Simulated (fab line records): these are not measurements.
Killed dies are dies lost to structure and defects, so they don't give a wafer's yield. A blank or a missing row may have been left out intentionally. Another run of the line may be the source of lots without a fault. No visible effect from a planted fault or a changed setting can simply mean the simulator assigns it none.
2 desks, one fault    flow berkeley_cmos170    only its own numbers are on each desk; what lay behind them is given at the end

TOOL OWNER'S DESK, rie_metal-01
The tool's own readings at UCB170_M2_METAL_ETCH_18 (etches Al in Cl2/BCl3, stops on SiO2, target depth 1170 nm, time 195 s): means of the sampled wafers that have a number, for each lot that ran on this tool. The brackets show how far a lot's mean lies from the usual mean; more than 4 standard deviations puts the lot out of limits, marked OUT.
Columns: A = drypump_motor_current_A at UCB170_M2_METAL_ETCH_18, usual 5.8 A; B = oes_product_au at UCB170_M2_METAL_ETCH_18, usual 0.863 a.u.; C = throttle_valve_pct at UCB170_M2_METAL_ETCH_18, usual 24.45 %
lot   first seen here  A    B      C
L715  day 8 20:50      6.0  0.860  24.35
L719  day 9 08:23      6.0  0.854  24.36
L723  day 10 07:22     6.3  0.861  24.49
L729  day 10 21:07     6.3  0.838  24.48
L727  day 10 23:38     6.0  0.847  24.36
Result from this desk: across the 5 lots, nothing is out of limits.

FROM THE METROLOGY DESK
Means of the sampled wafers that have a number, per lot and without regard to the tool the lot ran on: this is what the gauges read. The brackets show how far a lot's mean lies from the usual mean; more than 4 standard deviations puts the lot out of limits, marked OUT.
Columns: A = CONTACT_OVL at UCB170_CONTACT_OVL_MEAS_16, usual 0 nm; B = M1_AL_THK at UCB170_M1_THK_MEAS_02, usual 611 nm; C = V2_BOW at UCB170_V2_BOW_MEAS_03, usual 37 um
lot   first seen here  A    B    C
L715  day 8 08:31      -2   623  34
L718  day 8 13:34      3    620  39
L719  day 8 13:48      0    615  38
L723  day 9 16:32      8    603  33
L722  day 9 17:09      2    606  37
L720  day 9 17:44      -5   598  41
L724  day 9 18:20      -11  611  45
L728  day 10 06:19     -2   610  31
L729  day 10 06:50     3    619  42
L727  day 10 08:50     -1   614  32
L726  day 10 09:01     4    607  41
L732  day 11 00:24     9    607  40
L735  day 11 13:20     6    622  36
L737  day 12 06:06     -8   606  33
Result from this desk: across the 14 lots, nothing is out of limits.

PUT TOGETHER
The tool owner's desk saw nothing out of limits.
At the metrology desk, nothing out of limits was observed.

WHAT HAD BEEN PUT IN BY THE SIMULATOR
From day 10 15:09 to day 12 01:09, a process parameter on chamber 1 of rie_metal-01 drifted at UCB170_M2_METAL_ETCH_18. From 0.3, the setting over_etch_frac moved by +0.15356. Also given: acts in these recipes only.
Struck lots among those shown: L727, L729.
